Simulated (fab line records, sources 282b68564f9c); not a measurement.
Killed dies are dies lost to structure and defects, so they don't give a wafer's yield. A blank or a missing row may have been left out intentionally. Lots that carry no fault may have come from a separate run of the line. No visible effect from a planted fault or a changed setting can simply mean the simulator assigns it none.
Split-lot experiment | flow rit cmos | 23 wafers read across 5 lots, on a route 202 steps long

## ABOUT THE SPLIT
At RIT_M1_METAL_ETCH_12 (etches Al in Cl2/BCl3, stops on SiO2, time 165 s, target depth 600 nm), the setting time s was moved away from the recipe's 165 s on 7 of the 23 wafers read, by -7.8% to +14.7%. All remaining wafers had this setting at the recipe value.

The reading comes from the split's own step.

## THE READING
NOVOLAK_of_M1_COAT_04.thk nm (the simulator's own value, which no gauge read), in nm, at RIT_M1_METAL_ETCH_12 (etches Al in Cl2/BCl3, stops on SiO2, time 165 s, target depth 600 nm). The file gives no usual value for it. Across the 16 wafers here that went through the recipe, the average is 806.9 nm and the standard deviation 6.3 nm.

wafer  | tool, chamber at the split | time s as run, s | against the recipe | NOVOLAK_of_M1_COAT_04.thk nm, nm | against lot-mates on the recipe
L074.1 | rie metal-01, 1            | 189.3            | +14.7%             | 749.3                            | -53.7
L074.2 | rie metal-01, 0            | 165              | recipe             | 805.7                            | -
L074.3 | rie metal-01, 1            | 165              | recipe             | 800.3                            | -
L074.5 | rie metal-01, 0            | 165              | recipe             | 803.1                            | -
L074.6 | rie metal-01, 1            | 189.3            | +14.7%             | 751.4                            | -51.6
L076.1 | rie metal-04, 0            | 165              | recipe             | 800.5                            | -
L076.2 | rie metal-04, 1            | 165              | recipe             | 815.2                            | -
L076.6 | rie metal-04, 1            | 165              | recipe             | 818.7                            | -
L079.1 | rie metal-04, 0            | 165              | recipe             | 809                              | -
L079.2 | rie metal-04, 1            | 165              | recipe             | 822.5                            | -
L079.3 | rie metal-04, 1            | 152.1            | -7.8%              | 847.3                            | +31.5
L079.4 | rie metal-04, 0            | 152.1            | -7.8%              | 834.8                            | +19.0
L079.6 | rie metal-04, 0            | 152.1            | -7.8%              | 836.5                            | +20.8
L080.2 | rie metal-01, 1            | 165              | recipe             | 802.4                            | -
L080.3 | rie metal-01, 0            | 165              | recipe             | 803.5                            | -
L080.4 | rie metal-01, 1            | 165              | recipe             | 803.9                            | -
L080.5 | rie metal-01, 0            | 165              | recipe             | 807.3                            | -
L080.6 | rie metal-01, 1            | 165              | recipe             | 801.9                            | -
L083.1 | rie metal-01, 0            | 182.4            | +10.5%             | 772.6                            | -32.6
L083.2 | rie metal-01, 1            | 165              | recipe             | 803.6                            | -
L083.3 | rie metal-01, 1            | 165              | recipe             | 804.9                            | -
L083.4 | rie metal-01, 0            | 182.4            | +10.5%             | 769.7                            | -35.5
L083.6 | rie metal-01, 0            | 165              | recipe             | 807.1                            | -

THE FIT
A straight line over all 23 wafers: NOVOLAK_of_M1_COAT_04.thk nm changes by -3.82 nm for each +1% of time s; r = -0.97; the points scatter about the line by 6.1 nm.
The same after taking each lot's own level away (the mean of its wafers on the recipe; 23 wafers): -3.35 nm for each +1%; r = -0.98; scatter 4.6 nm.
According to that fit, moving time s by its largest amount changes the reading by 49 nm.
From 803.03 to 815.75 nm: that is the span of the lots' own levels, equal to 2.0 times the standard deviation above.
Hence the slope depends on the lot-to-lot level, as the two fits are not the same.
Check: with one of the wafers moved furthest among these (+14.7%) left out of the fit, the line predicts -48.4 nm for it against its lot-mates. It came out at -53.7 nm against them.

## THESE WAFERS: OTHER SPLITS
These wafers also went through other splits before the reading. Each is held against what the fit with the lots' levels taken away leaves over:
other split on the same wafers   | wafers away from the commonest value | r with NOVOLAK_of_M1_COAT_04.thk nm (lot level and that fit taken away)
RIT_NLDD_IMPLANT_08 dose cm2     | 7                                    | +0.06
RIT_PLDD_IMPLANT_08 dose cm2     | 11                                   | -0.08
RIT_PSD_DEVELOP_05 dev temp c    | 9                                    | +0.06
RIT_SILICIDE_SPUTTER_01 time s   | 8                                    | -0.08
RIT_M1_DEVELOP_08 develop time s | 10                                   | +0.17

## FILE'S OWN FIT
NOVOLAK_of_M1_COAT_04.thk nm changes by -3.4 nm for each +1% of time s, r = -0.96.
